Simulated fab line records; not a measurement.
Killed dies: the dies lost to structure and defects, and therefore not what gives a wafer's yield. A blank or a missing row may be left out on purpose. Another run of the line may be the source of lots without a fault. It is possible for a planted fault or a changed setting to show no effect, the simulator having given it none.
A lot that was struck, set against a sound lot :: flow ritCmos :: 14 steps out of a route of 202
Sound: the wafers L184.2, L184.4, L184.5. Struck: wafers L192.2, L192.5, L192.6. The cause is given at the end.
For every step that has rows: the tool of each side, followed by ch and its chambers, followed by its first start. Under that, the readings that differ: sound wafers :: struck wafers :: difference of the means :: sigmas: that difference in standard deviations of wafers without a fault.
alike: readings with means less than 2 such deviations apart, plus words and numbers identical on both sides. not compared: withheld readings, readings lacking a value on some wafer, bounds such as >300 that could conceal the same value, and numbers that have no deviation in the record and whose values overlap.
The two part at a step that has a row with sigmas, a row that says differs or no value, or rows on one side only. Non-overlapping numbers with no deviation appear without sigmas and do not part them. A reading missing from all wafers of one side parts the sides only when that side holds two or more wafers.

first, 2 steps without rows for these wafers: RIT_NSD_PEB_04; RIT_NSD_DEVELOP_05 (develop time 50 s).
RIT_NSD_OVL_MEAS_06:
  sound on overlay-01, day 5 19:43; struck on overlay-01, day 7 12:08
  alike: NSD_OVL
then, 2 steps without rows for these wafers: RIT_NSD_HARDBAKE_07 (time 60 s); RIT_NSD_IMPLANT_08.
RIT_NSD_STRIP_09: strips in O2, time 180 s.
  sound on plasmaAsher-01 ch 0,1, day 5 20:02; struck on plasmaAsher-01 ch 0,1, day 7 12:28
  alike: drypumpMotorCurrentA
  not compared: rfHoursCounterH
RIT_NSD_TW_MEAS_10:
  sound on filmMetro-02, day 5 20:14; struck on filmMetro-02, day 7 12:39
  alike: NSD_TW
then, 5 steps without rows for these wafers: RIT_PSD_HMDS_00 (prime time 60 s); RIT_PSD_COAT_01 (resist thk 1000 nm); RIT_PSD_SOFTBAKE_02 (time 60 s); RIT_PSD_EXPOSE_03 (exposes mask M10, target cd 40900 nm); RIT_PSD_PEB_04.
RIT_PSD_DEVELOP_05: develop time 50 s.
  sound on lithoTrack-02 ch 0, day 5 21:00; struck on lithoTrack-03, day 7 13:00
  no value came back on the struck wafers for chillPlateTempC (C), developTimeS (s), exhaustPa (Pa); on the sound wafers chillPlateTempC (C) reads 22.91 22.95 22.91
RIT_PSD_OVL_MEAS_06:
  sound on overlay-02, day 5 21:08; struck on overlay-02, day 7 13:37
reading: PSD_OVL (nm)
sound: 1.9 -0.3 2.3
struck: - - -
difference: no value on the struck wafers
sigmas: 

== WHERE THEY PART ==
At RIT_PSD_DEVELOP_05 first; at RIT_PSD_OVL_MEAS_06 last (within this record only).

WHY: the cause the simulator had injected
Skipped step whole: lithoTrack-03, from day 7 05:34 on, at RIT_PSD_DEVELOP_05. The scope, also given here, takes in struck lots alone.
